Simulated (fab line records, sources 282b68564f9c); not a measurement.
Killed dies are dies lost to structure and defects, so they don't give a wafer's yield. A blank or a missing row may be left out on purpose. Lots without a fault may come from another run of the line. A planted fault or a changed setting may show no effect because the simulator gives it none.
Which tool did it? | flow rit_cmos | 7 lots, 21 wafers sampled, at 2 steps of a route of 202

WHAT THE GAUGES READ, wafer by wafer
RIT_NSD_OVL_MEAS_06.
lot  | measured    | on         | NSD_OVL (nm)
L100 | day 3 03:18 | overlay-02 | -1.7 -2.1 -2.7
L103 | day 3 20:58 | overlay-01 | -5.5 -5.3 -5.8
L107 | day 4 14:35 | overlay-01 | -3.0 -3.0 -2.3
L113 | day 5 21:29 | overlay-01 | - - -
L115 | day 6 06:44 | overlay-02 | - - -
L119 | day 7 05:13 | overlay-02 | 0.1 -0.8 -1.5
L121 | day 7 14:58 | overlay-02 | -0.7 0.8 -0.7

WHICH TOOL RAN EACH LOT (tool, then ch and the chambers of the sampled wafers, then the start)
lot  | RIT_NSD_COAT_01
L100 | litho_track-01 ch 0, day 3 02:30
L103 | litho_track-02 ch 0, day 3 20:08
L107 | litho_track-03 ch 0, day 4 13:46
L113 | litho_track-01, day 5 20:49
L115 | litho_track-01, day 6 06:02
L119 | litho_track-03 ch 0, day 7 04:31
L121 | litho_track-02 ch 0, day 7 14:09
- RIT_NSD_COAT_01: resist thk 1000 nm.

THE ANSWER, worked out from the rows above alone
Rule: what is usual is taken from the lots themselves. Put in order of their means at a reading, lots are off if they are a third of the lots or fewer, leave a main group of 4 or more, and stand apart from it by a gap of 3 or more times the standard deviation of the main group's means; of several such gaps the widest counts. A main group whose means are all the same, to the digits that the tables above print for the reading, isn't used. A lot without any number at a reading at which 4 lots or more have one is off too. The other lots that the step has rows for count as sound.
Off: L113, L115, at RIT_NSD_OVL_MEAS_06 (NSD_OVL). Without a number there: L113, L115. The main group: mean -2.3 nm, standard deviation 1.9.
A tool fits if, at a process step before that reading, it ran every lot that is off, and no sound lot after the first of them. The gauges at RIT_NSD_OVL_MEAS_06 are tried like those tools. One fits: litho_track-01 at RIT_NSD_COAT_01. Its last sound lot is L100 (day 3 02:30), its first lot that is off L113 (day 5 20:49): a fault that began between those two fits.

WHAT THE SIMULATOR HAD PUT IN
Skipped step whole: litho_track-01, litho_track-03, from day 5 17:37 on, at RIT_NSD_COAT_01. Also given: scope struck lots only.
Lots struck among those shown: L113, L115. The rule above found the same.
